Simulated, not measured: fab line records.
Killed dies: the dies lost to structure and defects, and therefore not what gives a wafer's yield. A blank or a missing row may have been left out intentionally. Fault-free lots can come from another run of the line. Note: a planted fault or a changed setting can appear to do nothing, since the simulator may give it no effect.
Which tool is to blame? | flow berkeley cmos170 | 15 lots, 45 wafers sampled, at 3 steps of a route of 331

## WHAT THE GAUGES SHOWED, per wafer
UCB170_PSD_CD_MEAS_06 targets a cd of 1200 nm. Usual: cd nm 1200.1 nm, standard deviation 1.8.
lot  | measured     | on        | cd nm (nm)           | flag
L987 | day 8 05:44  | cd sem-02 | 1194.8 1195.8 1195.9 |
L986 | day 8 06:09  | cd sem-02 | 1197.9 1200.8 1200.3 |
L985 | day 8 05:50  | cd sem-01 | 1199.8 1198.7 1199.5 |
L988 | day 8 14:57  | cd sem-01 | 1199.5 1199.9 1200.7 |
L991 | day 9 08:10  | cd sem-01 | 1199.1 1198.7 1197.6 |
L990 | day 9 08:14  | cd sem-01 | 1200.3 1200.5 1198.6 |
L993 | day 9 19:01  | cd sem-02 | 1199.0 1199.7 1199.9 |
L992 | day 9 19:16  | cd sem-01 | 1202.2 1203.1 1204.0 |
L994 | day 10 04:24 | cd sem-01 | 1198.8 1199.4 1201.3 |
L996 | day 10 10:01 | cd sem-02 | 1199.9 1200.3 1200.2 |
L103 | day 11 21:58 | cd sem-02 | 1201.8 1203.1 1203.1 |
L105 | day 12 06:49 | cd sem-02 | 1202.6 1203.2 1200.5 |
L107 | day 12 07:05 | cd sem-02 | 1199.8 1199.1 1199.1 |
L106 | day 12 07:36 | cd sem-02 | 1202.1 1203.8 1203.3 |
L108 | day 12 17:17 | cd sem-02 | 1197.9 1199.8 1199.5 |

UCB170_NSD_TW_MEAS_10. Usual: for NSD_TW the level is 4159 and the standard deviation is 32.
lot  | measured     | on            | NSD_TW         | flag
L987 | day 8 09:11  | film metro-02 | 4153 4165 4137 |
L986 | day 8 09:29  | film metro-02 | 4158 4156 4161 |
L985 | day 8 09:35  | film metro-04 | 4112 4131 4105 |
L988 | day 8 17:41  | film metro-02 | 4148 4159 4165 |
L991 | day 9 12:00  | film metro-02 | 4137 4147 4145 |
L990 | day 9 11:43  | film metro-03 | 4150 4127 4138 |
L993 | day 9 20:55  | film metro-02 | 4137 4137 4132 |
L992 | day 9 21:11  | film metro-03 | 4146 4136 4167 |
L994 | day 10 06:31 | film metro-03 | 4173 4180 4181 |
L996 | day 10 11:54 | film metro-02 | 4177 4177 4201 |
L103 | day 12 02:32 | film metro-03 | 4182 4190 4189 |
L105 | day 12 08:54 | film metro-03 | 4193 4188 4187 |
L107 | day 12 09:25 | film metro-03 | 4200 4203 4185 |
L106 | day 12 09:52 | film metro-03 | 4183 4212 4218 |
L108 | day 12 19:59 | film metro-04 | 4091 4108 4118 |

## TOOL THAT RAN EACH LOT (tool first, then ch and the chambers of the sampled wafers, then the start)
lot  | UCB170_NLDD_STRIP_10
L987 | plasma asher-02 ch 0,1, day 7 18:58
L986 | plasma asher-03 ch 0,1, day 7 19:17
L985 | plasma asher-04 ch 0,1, day 7 19:29
L988 | plasma asher-02 ch 0,1, day 8 07:51
L991 | plasma asher-02 ch 0,1, day 8 21:11
L990 | plasma asher-03 ch 0,1, day 8 22:02
L993 | plasma asher-02 ch 0,1, day 9 12:12
L992 | plasma asher-02 ch 0,1, day 9 13:08
L994 | plasma asher-04 ch 0,1, day 9 18:33
L996 | plasma asher-03 ch 0,1, day 10 02:56
L103 | plasma asher-04 ch 0,1, day 11 15:46
L105 | plasma asher-04 ch 0,1, day 12 00:37
L107 | plasma asher-04 ch 0,1, day 12 02:07
L106 | plasma asher-04 ch 0,1, day 12 02:27
L108 | plasma asher-02 ch 0,1, day 12 07:01
- UCB170_NLDD_STRIP_10: strips in O2.

## AS READ BY THE TOOLS THEMSELVES (means over the sampled wafers that have a number; for cases with no such wafer, the mark the record gives instead)
UCB170_NLDD_STRIP_10. Usual: drypump motor current A 5.7 A, standard deviation 0.31; oes product au 0.734 a.u., standard deviation 0.0048; strip time to endpoint s 21.63 s, standard deviation 0.066.
lot  | tool            | drypump motor current A (A) | oes product au (a.u.) | strip time to endpoint s (s) | flag
L987 | plasma asher-02 | 5.9                         | 0.736                 | 21.59                        |
L986 | plasma asher-03 | 5.5                         | 0.733                 | 21.62                        |
L985 | plasma asher-04 | 5.7                         | 0.736                 | 21.58                        |
L988 | plasma asher-02 | 5.9                         | 0.735                 | 21.63                        |
L991 | plasma asher-02 | 6.0                         | 0.731                 | 21.70                        |
L990 | plasma asher-03 | 5.6                         | 0.734                 | 21.73                        |
L993 | plasma asher-02 | 6.0                         | 0.740                 | 21.61                        |
L992 | plasma asher-02 | 5.8                         | 0.733                 | 21.70                        |
L994 | plasma asher-04 | 5.4                         | 0.738                 | 21.63                        |
L996 | plasma asher-03 | 5.5                         | 0.731                 | 21.58                        |
L103 | plasma asher-04 | 5.4                         | 0.736                 | 21.62                        |
L105 | plasma asher-04 | 5.4                         | 0.736                 | 21.53                        |
L107 | plasma asher-04 | 5.6                         | 0.734                 | 21.67                        |
L106 | plasma asher-04 | 5.4                         | 0.732                 | 21.68                        |
L108 | plasma asher-02 | 5.8                         | 0.734                 | 21.51                        |

## THE ANSWER, worked out from the rows above alone
Rule: take the mean of a lot's wafers that have a number; if it is more than 3 standard deviations from the usual mean, the lot is off. A lot without any number at a reading at which 4 lots or more have one is off too. Any other lot the step has rows for is counted as sound. Order of review: gauges by route order, followed by the tools' own readings, for which a lot's mean as printed above is used. The first step at which some lot is off is used, and at that step the reading that is off furthest; a lot without a number counts as furthest.
No lot is off on any of the readings shown, so nothing can be concluded from this.

## WHAT THE SIMULATOR PUT IN
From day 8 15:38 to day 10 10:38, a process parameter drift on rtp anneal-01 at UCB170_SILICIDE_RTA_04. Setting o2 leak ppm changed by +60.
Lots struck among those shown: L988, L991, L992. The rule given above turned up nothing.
